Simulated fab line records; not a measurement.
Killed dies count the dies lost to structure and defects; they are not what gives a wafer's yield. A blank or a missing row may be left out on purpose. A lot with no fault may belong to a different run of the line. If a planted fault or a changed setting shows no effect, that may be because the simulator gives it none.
2 desks looking at one fault -- flow berkeley cmos170 -- what lay behind the numbers comes last; until then each desk has only its own

## FROM THE METROLOGY DESK
What the gauges read, lot by lot, whatever tool the lot ran on: means of the sampled wafers that have a number. Marked OUT: a lot whose mean sits more than 4 standard deviations from the usual mean, which makes it out of limits; the brackets give that distance.
Columns: A = PLDD_RS at UCB170_SDANNEAL_RS_MEAS_04, usual 1031.1 ohm/sq; B = cd nm at UCB170_M1_CD_MEAS_09, usual 700.4 nm
lot,first seen here,A,B
L667,day 8 03:38,1031.1,699.3
L666,day 8 04:25,1028.2,699.7
L669,day 8 04:40,1031.5,699.5
L672,day 9 21:11,1030.0,699.6
L670,day 9 21:22,1031.8,701.1
L671,day 9 21:51,1028.8,701.6
L674,day 10 02:46,1031.9,702.8
L675,day 10 03:14,1034.6,700.7
L676,day 10 12:47,1035.6,701.1
L679,day 11 06:25,1029.9,702.9
L681,day 11 20:24,1030.6,699.7
L682,day 11 20:43,1034.2,699.4
L684,day 12 02:59,1026.2,700.7
L686,day 12 19:32,1029.1,700.3
This desk's verdict: no lot among the 14 shows anything out of limits.

## FOR THE TOOL OWNER'S DESK: plasma asher-02
The tool's own readings at UCB170_NWELL_STRIP_15 (strips in O2): means of the sampled wafers that have a number, for each lot that ran on this tool. Marked OUT: a lot whose mean sits more than 4 standard deviations from the usual mean, which makes it out of limits; the brackets give that distance.
Columns: A = drypump motor current A at UCB170_NWELL_STRIP_15, usual 5.70 A; B = o2 flow sccm at UCB170_NWELL_STRIP_15, usual 400.0 sccm; C = oes product au at UCB170_NWELL_STRIP_15, usual 0.721 a.u.; D = strip time to endpoint s at UCB170_NWELL_STRIP_15, usual 17.98 s
lot,first seen here,A,B,C,D
L666,day 2 13:35,5.60,400.1,0.723,18.05
L669,day 3 05:29,5.59,399.6,0.721,18.04
L671,day 3 12:42,5.60,401.4,0.722,18.00
L675,day 4 11:45,5.74,400.3,0.722,17.88
L679,day 5 08:53,5.45,399.8,0.717,17.97
L684,day 6 16:47,5.61,399.8,0.722,17.90
L686,day 6 23:10,5.58,399.5,0.723,17.96
This desk's verdict: no lot among the 7 shows anything out of limits.

## ALL TOGETHER
The metrology desk saw nothing out of limits.
The tool owner's desk saw nothing out of limits.

## WHAT THE SIMULATOR PUT IN
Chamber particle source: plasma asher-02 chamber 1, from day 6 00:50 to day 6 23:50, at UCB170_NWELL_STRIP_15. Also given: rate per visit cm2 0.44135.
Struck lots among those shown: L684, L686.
